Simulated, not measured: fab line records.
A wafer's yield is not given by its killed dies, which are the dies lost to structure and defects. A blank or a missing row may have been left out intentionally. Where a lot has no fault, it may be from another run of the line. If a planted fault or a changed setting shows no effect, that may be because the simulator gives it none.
8D (eight disciplines) problem report, filled in by code    flow berkeleyCmos170    the parts of the form that need people (team, actions taken, sign-off) are left out

## 1. WHAT IS WRONG
M3_AL_RS at UCB170_M3_RS_MEAS_02 reads a mean of 0.0192 ohm/sq on 1 wafer of 1 lot; wafers without a fault read 0.0321 ohm/sq with a standard deviation of 0.0003. Measured from the usual mean, that is -43 standard deviations.
The step: measures by four-point-probe.
Earliest sighting: wafer L383.4 on filmMetro-01 at day 11 20:52. The record holds 39 wafers of 13 lots with a number at this step. By rule, "out" or "out of limits" means more than 4 standard deviations away from the usual mean. All remaining wafers that have a number are taken as sound.

## 2. WHAT THIS IS AND IS NOT
question                     is                 is not
which readings at this step  M3_AL_RS           -
which lots                   L383               L364, L365, L366, L368, L369, L370, L373, L374, L376, L377, L381, L386
which wafers of those lots   L383.4             L383.1, L383.3
read on which gauges         filmMetro-01       filmMetro-02, filmMetro-04
when                         from day 11 20:52  up to then (35 sound wafers); but 3 sound wafers of L386 came after

## 3. SUSPECTS, AND WHAT RULES EACH OUT
Counting: any tool at a process step up to the reading remains a suspect provided it ran every lot that is out. Sound lots after the first of them don't rule it out here, since some wafers of a struck lot are sound.
- the gauge at UCB170_M3_RS_MEAS_02 has been ruled out. All the wafers that are out were read on filmMetro-01, but those of them that UCB170_M3_METAL_ETCH_18 has rows for are out there too, on other tools.
- pvdSputter-04 at UCB170_M3_SPUTTER_01 (material Al, target thk 900 nm, time 120 s): kept. L383, the lot that is out, went through it at day 11 20:47; up to then, the latest sound lot through it was L377 at day 10 07:34.
Left after counting: pvdSputter-04 at UCB170_M3_SPUTTER_01.

## 4. THE CAUSE (what the simulator had put in)
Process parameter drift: pvdSputter-04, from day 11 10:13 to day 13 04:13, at UCB170_M3_SPUTTER_01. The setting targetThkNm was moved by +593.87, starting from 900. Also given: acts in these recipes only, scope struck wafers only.
Counting left only this tool.

## 5. THE EFFECT CHAIN, in route order
Each row: a reading where the mean over the struck wafers with a number is more than 3 standard deviations away from the usual. Readings are gone through only where the record gives a usual standard deviation; hours: the median, over the lots, of the time from a lot's start at the first step in this table giving one to that lot's start at this step; sigmas: the change measured in usual standard deviations.
hours  step                     reading       usual          on struck wafers  change   sigmas
0      UCB170_M3_RS_MEAS_02     M3_AL_RS      0.0321 ohm/sq  0.0192            -0.0129  -43
0      UCB170_M3_THK_MEAS_03    M3_AL_THK     895 nm         1475              +580     +53
3      UCB170_M3_METAL_ETCH_18  oesProductAu  0.857 a.u.     1.020             +0.163   +13
Here are the process steps it includes:
- UCB170_M3_METAL_ETCH_18: etches Al in Cl2/BCl3, stops on SiO2, target depth 1170 nm, time 195 s.

## 6. HOW IT WOULD HAVE BEEN CAUGHT EARLIER
Counted from the fault's start at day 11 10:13, it took 11 hours until the first out-of-limits reading at a measuring or inspecting step in this record, taken at day 11 20:52.
No tool reading at UCB170_M3_SPUTTER_01 that has a usual standard deviation in the record was out on any struck wafer, so an alarm limit of 4 standard deviations on those readings would not have fired.
By day 11 20:52 the whole set of lots that are out, 1 in number, had already begun UCB170_M3_SPUTTER_01 on pvdSputter-04. Holding the tool at that point would not have protected any of them.
